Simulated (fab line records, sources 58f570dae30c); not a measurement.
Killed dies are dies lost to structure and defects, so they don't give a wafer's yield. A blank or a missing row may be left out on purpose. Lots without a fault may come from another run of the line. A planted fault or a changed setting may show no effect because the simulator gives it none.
Which tool did it? | flow berkeley_cmos170 | 14 lots, 42 wafers sampled, at 6 steps of a route of 331

WHAT THE GAUGES READ, wafer by wafer
UCB170_NWELL_THK_MEAS_05.
lot  | measured    | on            | NWELL_NITRIDE_THK (nm)
L836 | day 1 23:47 | film_metro-02 | 230.3 231.4 229.9
L837 | day 2 05:06 | film_metro-02 | 233.7 231.5 231.5
L838 | day 2 13:28 | film_metro-02 | 226.1 226.5 227.0
L839 | day 3 00:50 | film_metro-04 | 228.2 227.9 228.5
L840 | day 3 00:50 | film_metro-02 | 226.4 228.1 225.8
L841 | day 3 08:33 | film_metro-02 | 227.8 225.2 226.7
L842 | day 3 15:41 | film_metro-03 | 138.4 139.9 137.5
L843 | day 3 18:34 | film_metro-02 | 138.5 138.7 139.0
L848 | day 4 18:58 | film_metro-04 | 229.0 228.7 229.2
L852 | day 5 11:31 | film_metro-02 | 227.8 228.7 228.2
L856 | day 6 10:56 | film_metro-04 | 226.9 227.6 226.6
L857 | day 6 16:44 | film_metro-03 | 229.7 228.8 228.3
L858 | day 6 21:25 | film_metro-03 | 228.6 228.3 228.8
L859 | day 7 04:10 | film_metro-03 | 233.9 232.0 232.1

UCB170_M1_CD_MEAS_09: target cd 700 nm.
lot  | measured     | on        | cd_nm (nm)
L836 | day 6 12:34  | cd_sem-01 | 699.0 698.9 697.9
L837 | day 7 01:31  | cd_sem-02 | 700.7 698.9 698.7
L838 | day 7 17:10  | cd_sem-02 | 701.1 701.6 701.7
L839 | day 7 12:32  | cd_sem-02 | 699.7 700.5 701.9
L840 | day 7 14:11  | cd_sem-02 | 698.2 699.6 698.7
L841 | day 8 01:02  | cd_sem-01 | 697.6 699.2 699.8
L842 | day 8 14:01  | cd_sem-01 | 699.1 700.1 701.9
L843 | day 8 21:58  | cd_sem-02 | 700.2 699.5 699.7
L848 | day 10 11:50 | cd_sem-02 | 699.9 699.9 699.0
L852 | day 10 18:37 | cd_sem-02 | 700.6 701.7 701.3
L856 | day 11 18:08 | cd_sem-02 | 700.9 701.1 700.0
L857 | day 11 19:56 | cd_sem-01 | 699.7 700.5 698.7
L858 | day 11 20:31 | cd_sem-01 | 699.9 699.2 699.7
L859 | day 12 12:56 | cd_sem-01 | 698.5 698.7 698.5

UCB170_V2_THK_MEAS_04.
lot  | measured     | on            | V2_POLISHED_THK (nm)
L836 | day 7 00:17  | film_metro-02 | 1000.1 1001.9 1000.2
L837 | day 7 13:02  | film_metro-01 | 1000.2 1001.0 998.9
L838 | day 8 03:51  | film_metro-01 | 999.9 998.8 998.3
L839 | day 8 03:14  | film_metro-02 | 1000.1 999.7 998.7
L840 | day 8 03:32  | film_metro-03 | 1001.5 997.9 998.5
L841 | day 8 12:40  | film_metro-02 | 998.4 999.9 1000.8
L842 | day 9 02:03  | film_metro-03 | 1000.0 1000.1 998.5
L843 | day 9 11:52  | film_metro-02 | 998.0 999.2 999.7
L848 | day 10 22:18 | film_metro-03 | 1000.0 998.3 999.2
L852 | day 11 08:02 | film_metro-02 | 999.2 998.4 999.8
L856 | day 12 07:05 | film_metro-02 | 998.3 1000.3 999.8
L857 | day 12 07:45 | film_metro-02 | 999.3 997.0 1000.8
L858 | day 12 06:46 | film_metro-01 | 1000.4 1000.4 999.2
L859 | day 13 06:59 | film_metro-03 | 1000.6 1001.9 1002.3

WHICH TOOL RAN EACH LOT (tool, then ch and the chambers of the sampled wafers, then the start)
lot  | UCB170_NWELL_CVD_04        | UCB170_NWELL_ETCH_13              | UCB170_NSD_STRIP_09
L836 | lpcvd-02 ch 1, day 1 21:50 | rie_diel-04 ch 0,3, day 2 01:04   | plasma_asher-04 ch 0, day 6 04:43
L837 | lpcvd-02 ch 1, day 2 03:08 | rie_diel-03 ch 1,3, day 2 06:21   | plasma_asher-03 ch 0,1, day 6 17:44
L838 | lpcvd-01 ch 0, day 2 10:34 | rie_diel-02 ch 0,1,3, day 2 15:20 | plasma_asher-01 ch 0,1, day 7 05:27
L839 | lpcvd-02 ch 0, day 2 22:54 | rie_diel-02 ch 2,3, day 3 01:52   | plasma_asher-04 ch 0,1, day 7 04:46
L840 | lpcvd-02 ch 0, day 2 22:54 | rie_diel-04 ch 1,2,3, day 3 02:06 | plasma_asher-04 ch 0, day 7 05:25
L841 | lpcvd-01 ch 0, day 3 06:37 | rie_diel-02 ch 0,2,3, day 3 10:01 | plasma_asher-03 ch 0,1, day 7 16:13
L842 | lpcvd-02 ch 1, day 3 12:46 | rie_diel-02 ch 0,3, day 3 16:37   | plasma_asher-04 ch 0,1, day 8 05:22
L843 | lpcvd-02 ch 1, day 3 15:40 | rie_diel-02 ch 2,3, day 3 20:23   | plasma_asher-03 ch 0,1, day 8 13:40
L848 | lpcvd-01 ch 1, day 4 17:02 | rie_diel-03 ch 0,2,3, day 4 20:13 | plasma_asher-04 ch 0,1, day 9 19:11
L852 | lpcvd-01 ch 1, day 5 09:35 | rie_diel-04 ch 0,1,3, day 5 12:58 | plasma_asher-01 ch 0,1, day 10 06:19
L856 | lpcvd-01 ch 1, day 6 09:00 | rie_diel-04 ch 0,2,3, day 6 11:52 | plasma_asher-03 ch 0,1, day 11 08:10
L857 | lpcvd-02 ch 0, day 6 14:48 | rie_diel-03 ch 0,1,2, day 6 18:05 | plasma_asher-04 ch 0,1, day 11 08:37
L858 | lpcvd-02 ch 0, day 6 19:28 | rie_diel-02 ch 0,2,3, day 6 22:32 | plasma_asher-03 ch 0,1, day 11 09:02
L859 | lpcvd-02 ch 0, day 7 02:14 | rie_diel-04 ch 1,3, day 7 05:25   | plasma_asher-03 ch 0,1, day 12 02:28
- UCB170_NWELL_CVD_04: deposits Si3N4 from SiH2Cl2/NH3, target thk 224 nm, time 3360 s.
- UCB170_NWELL_ETCH_13: etches Si3N4 in CH3F/Ar/O2, stops on SiO2, target depth 246.4 nm, time 154 s.
- UCB170_NSD_STRIP_09: strips in O2.

WHAT THE TOOLS THEMSELVES READ (means of the sampled wafers that have a number; where no wafer has one, the mark that the record gives instead)
UCB170_NWELL_ETCH_13.
lot  | tool        | CH3F_flow_sccm (sccm) | O2_flow_sccm (sccm) | drypump_motor_current_A (A) | mfc_ar_sccm (sccm) | oes_product_au (a.u.) | throttle_valve_pct (%)
L836 | rie_diel-04 | 19.94                 | 7.004               | 5.72                        | 49.95              | 0.944                 | 8.10
L837 | rie_diel-03 | 19.99                 | 7.000               | 5.78                        | 50.01              | 0.960                 | 7.96
L838 | rie_diel-02 | 20.01                 | 6.996               | 5.61                        | 49.99              | 0.955                 | 8.08
L839 | rie_diel-02 | 20.05                 | 7.012               | 5.29                        | 49.90              | 0.955                 | 7.92
L840 | rie_diel-04 | 19.98                 | 6.984               | 5.75                        | 50.10              | 0.927                 | 8.20
L841 | rie_diel-02 | 19.98                 | 7.016               | 5.44                        | 49.99              | 0.956                 | 8.02
L842 | rie_diel-02 | 19.98                 | 7.012               | 5.56                        | 50.08              | 0.738                 | 8.09
L843 | rie_diel-02 | 20.04                 | 6.992               | 5.29                        | 50.08              | 0.731                 | 7.91
L848 | rie_diel-03 | 20.00                 | 7.000               | 5.36                        | 50.09              | 0.954                 | 8.09
L852 | rie_diel-04 | 19.92                 | 7.001               | 5.65                        | 50.01              | 0.945                 | 8.14
L856 | rie_diel-04 | 19.95                 | 6.979               | 5.73                        | 50.09              | 0.938                 | 8.13
L857 | rie_diel-03 | 20.03                 | 6.998               | 5.45                        | 50.02              | 0.951                 | 8.01
L858 | rie_diel-02 | 20.01                 | 6.992               | 5.42                        | 49.84              | 0.964                 | 8.02
L859 | rie_diel-04 | 20.01                 | 6.991               | 5.65                        | 50.04              | 0.945                 | 8.21

UCB170_NSD_STRIP_09.
lot  | tool            | drypump_motor_current_A (A) | o2_flow_sccm (sccm) | oes_product_au (a.u.) | strip_time_to_endpoint_s (s)
L836 | plasma_asher-04 | 6.6                         | 400.4               | 0.535                 | 35.76
L837 | plasma_asher-03 | 6.0                         | 400.7               | 0.538                 | 35.91
L838 | plasma_asher-01 | 6.1                         | 400.5               | 0.538                 | 35.81
L839 | plasma_asher-04 | 5.9                         | 400.6               | 0.534                 | 35.83
L840 | plasma_asher-04 | 6.6                         | 400.6               | 0.534                 | 35.84
L841 | plasma_asher-03 | 6.1                         | 399.3               | 0.537                 | 35.82
L842 | plasma_asher-04 | 5.9                         | 401.1               | 0.532                 | 35.97
L843 | plasma_asher-03 | 6.1                         | 400.9               | 0.536                 | 35.88
L848 | plasma_asher-04 | 5.9                         | 399.4               | 0.532                 | 35.87
L852 | plasma_asher-01 | 6.0                         | 400.3               | 0.537                 | 35.79
L856 | plasma_asher-03 | 6.1                         | 399.3               | 0.534                 | 35.94
L857 | plasma_asher-04 | 6.3                         | 400.3               | 0.530                 | 35.83
L858 | plasma_asher-03 | 6.2                         | 399.5               | 0.531                 | 35.80
L859 | plasma_asher-03 | 6.2                         | 399.4               | 0.529                 | 35.77

THE ANSWER, worked out from the rows above alone
Rule: what is usual is taken from the lots themselves. Put in order of their means at a reading, lots are off if they are a third of the lots or fewer, leave a main group of 4 or more, and stand apart from it by a gap of 3 or more times the standard deviation of the main group's means; of several such gaps the widest counts. A main group whose means are all the same, to the digits that the tables above print for the reading, isn't used. A lot without any number at a reading at which 4 lots or more have one is off too. The other lots that the step has rows for count as sound. The gauges are gone through in route order, then the tools' own readings, and for those a lot's mean is taken as printed above. The first step at which some lot is off is used, and at that step the reading that is off furthest; a lot without a number counts as furthest.
Off: L842, L843, at UCB170_NWELL_THK_MEAS_05 (NWELL_NITRIDE_THK). The main group: mean 228.8 nm, standard deviation 2.
A tool fits if, at a process step before that reading, it ran every lot that is off, and no sound lot after the first of them. The gauges at UCB170_NWELL_THK_MEAS_05 aren't tried: what is off there is off at UCB170_NWELL_ETCH_13 too, on other tools, and a gauge's error can't cause that. None of those tried fits.

WHAT THE SIMULATOR HAD PUT IN
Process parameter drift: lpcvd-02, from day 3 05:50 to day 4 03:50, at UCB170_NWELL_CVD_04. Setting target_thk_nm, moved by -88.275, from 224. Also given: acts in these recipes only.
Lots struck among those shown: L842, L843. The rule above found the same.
